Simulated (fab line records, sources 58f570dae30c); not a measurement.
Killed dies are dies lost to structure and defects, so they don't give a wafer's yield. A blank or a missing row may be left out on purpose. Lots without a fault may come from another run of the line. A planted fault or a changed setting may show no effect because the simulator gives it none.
Which tool did it? | flow berkeley_cmos170 | 6 lots, 18 wafers sampled, at 3 steps of a route of 331

WHAT THE GAUGES READ, wafer by wafer
UCB170_M2_CD_MEAS_15: target cd 700 nm.
lot  | measured     | on        | cd_nm (nm)
L595 | day 9 00:20  | cd_sem-01 | 700.3 701.2 701.2
L597 | day 9 10:02  | cd_sem-01 | 696.7 696.4 697.0
L598 | day 9 17:58  | cd_sem-01 | 699.4 699.3 699.1
L603 | day 10 05:47 | cd_sem-02 | 700.0 698.3 699.3
L601 | day 10 05:53 | cd_sem-01 | 700.7 701.1 701.6
L611 | day 12 01:03 | cd_sem-02 | 700.0 698.7 697.6

WHICH TOOL RAN EACH LOT (tool, then ch and the chambers of the sampled wafers, then the start)
lot  | UCB170_M2_STRIP_07                   | UCB170_M2_EXPOSE_12
L595 | plasma_asher-01 ch 0,1, day 8 22:56  | krf_scanner-01 ch 0, day 8 23:55
L597 | plasma_asher-03 ch 0,1, day 9 08:08  | krf_scanner-02 ch 0, day 9 09:26
L598 | plasma_asher-03 ch 0,1, day 9 16:33  | krf_scanner-01 ch 0, day 9 17:30
L603 | plasma_asher-02 ch 0,1, day 10 04:16 | krf_scanner-02 ch 0, day 10 05:24
L601 | plasma_asher-03 ch 0, day 10 04:20   | krf_scanner-02 ch 0, day 10 05:30
L611 | plasma_asher-03 ch 0,1, day 11 22:52 | krf_scanner-01 ch 0, day 12 00:13
- UCB170_M2_STRIP_07: strips in O2.
- UCB170_M2_EXPOSE_12: exposes mask METAL2, target cd 700 nm.

THE ANSWER, worked out from the rows above alone
Rule: what is usual is taken from the lots themselves. Put in order of their means at a reading, lots are off if they are a third of the lots or fewer, leave a main group of 4 or more, and stand apart from it by a gap of 3 or more times the standard deviation of the main group's means; of several such gaps the widest counts. A main group whose means are all the same, to the digits that the tables above print for the reading, isn't used. A lot without any number at a reading at which 4 lots or more have one is off too. The other lots that the step has rows for count as sound.
No lot is off at any reading shown: from this, nothing can be told.

WHAT THE SIMULATOR HAD PUT IN
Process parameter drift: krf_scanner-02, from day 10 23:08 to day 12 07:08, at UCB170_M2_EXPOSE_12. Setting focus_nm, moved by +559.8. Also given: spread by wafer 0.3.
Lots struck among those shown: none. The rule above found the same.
